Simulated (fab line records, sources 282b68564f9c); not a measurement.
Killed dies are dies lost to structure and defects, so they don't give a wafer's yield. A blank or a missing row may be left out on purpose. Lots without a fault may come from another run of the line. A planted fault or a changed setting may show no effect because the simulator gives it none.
A struck lot beside a sound one | flow rit_cmos | 17 steps out of a route of 202
Sound: wafers L115.3, L115.5, L115.6. Struck: wafers L136.1, L136.3, L136.6. The cause comes at the end.
At each step with rows: each side's tool, then ch and its chambers, then its first start. Under that, the readings that differ: sound wafers | struck wafers | difference of the means | sigmas: that difference in standard deviations of wafers without a fault.
alike: readings whose means differ by less than 2 such deviations, and words and numbers that are the same on both sides. not compared: withheld readings, readings that some wafer has no value for, bounds like >300 that may hide the same value, and numbers for which the record gives no deviation and whose values overlap.
The two part at a step that has a row with sigmas, a row that says differs or no value, or rows on one side only. Numbers that don't overlap but have no deviation are shown without sigmas and don't part them. A reading that every wafer of one side lacks parts them only if that side has two wafers or more.

first, 1 step without rows for these wafers: RIT_PRETRO_DEVELOP_05 (develop time 68 s).
RIT_PRETRO_OVL_MEAS_06:
  sound on overlay-01, day 2 13:09; struck on overlay-02, day 6 22:21
  alike: PRETRO_OVL
then, 2 steps without rows for these wafers: RIT_PRETRO_HARDBAKE_07 (time 120 s); RIT_PRETRO_IMPLANT_08.
RIT_PRETRO_STRIP_09: strips in O2, time 180 s.
  sound on plasma_asher-03 ch 0,1, day 2 13:38; struck on plasma_asher-04 ch 0,1, day 6 22:51
  alike: drypump_motor_current_A
  not compared: rf_hours_counter_h
RIT_PRETRO_TW_MEAS_10:
  sound on film_metro-01, day 2 13:46; struck on film_metro-03, day 6 23:02
  alike: PRETRO_TW
then, 5 steps without rows for these wafers: RIT_GATE_WET_ETCH_00 (etches SiO2 in BOE, target depth 56 nm, time 60 s); RIT_GATE_CLEAN_01 (cleans in SC1, time 600 s); RIT_GATE_CLEAN_02 (cleans in dHF, time 30 s); RIT_GATE_CLEAN_03 (cleans in SC2, time 600 s); RIT_GATE_CLEAN_04 (cleans in dHF, time 60 s).
RIT_FOX2_THK_MEAS_91:
  sound on film_metro-04, day 2 14:15; struck on film_metro-03, day 6 23:32
  alike: FIELD_OXIDE_LEFT_2_THK
RIT_GATE_OXIDATION_05: target thk 3 nm, ox time 270 s.
  sound on furnace-04 ch 0, day 2 16:23; struck on furnace-01 ch 0, day 6 23:45
  reading                                     | sound            | struck            | difference | sigmas
  model.SiO2_of_GATE_OXIDATION_05.thk_nm (nm) | 2.99 2.994 2.993 | 3.538 3.612 3.588 | +0.587     |
then, 1 step without rows for these wafers: RIT_GATE_ANNEAL_06 (time 600 s).
RIT_GATE_THK_MEAS_07:
  sound on film_metro-04, day 2 22:11; struck on film_metro-04, day 7 01:49
  reading             | sound          | struck         | difference | sigmas
  GATE_OXIDE_THK (nm) | 2.95 2.98 3.00 | 3.51 3.63 3.56 | +0.59      | +8
then, 1 step without rows for these wafers: RIT_GATE_CVD_08 (deposits poly-Si from SiH4, target thk 250 nm, time 2220 s).
RIT_M1_PROBE_99:
  sound on prober-01, day 3 21:54; struck on prober-01, day 8 00:28
  reading                             | sound             | struck            | difference | sigmas
  model.etest.pmos_0p3.r_on_ohm_um    | 6135 6118 6120    | 7390 7471 7493    | +1327      |
  model.etest.pmos_turned.r_on_ohm_um | 3299 3235 3267    | 4009 3955 4029    | +731       |
  model.etest.pmos_0p15.r_on_ohm_um   | 2678 2631 2681    | 3240 3196 3254    | +567       |
  model.etest.nmos_0p3.r_on_ohm_um    | 2128 2111 2118    | 2440 2438 2450    | +324       |
  model.etest.nmos_0p15.r_on_ohm_um   | 1118 1097 1112    | 1246 1222 1234    | +125       |
  model.etest.nmos_0p15.drive_ua_um   | 470.6 480.6 475.6 | 401.5 399.3 394.5 | -77.2      |
  model.etest.nmos_narrow.drive_ua_um | 232.6 234.6 233.1 | 186.1 178.9 180.8 | -51.5      |
  model.etest.nmos_0p3.drive_ua_um    | 229.6 230.2 230.1 | 186.4 178.6 180.6 | -48.1      |
  alike: killed_at_front_end, killed_dies, killed_open, killed_short

WHERE THEY PART
Only at RIT_GATE_THK_MEAS_07, within this record. Later steps at which nothing parts them and some readings are alike: RIT_M1_PROBE_99.

WHY: what the simulator had put in
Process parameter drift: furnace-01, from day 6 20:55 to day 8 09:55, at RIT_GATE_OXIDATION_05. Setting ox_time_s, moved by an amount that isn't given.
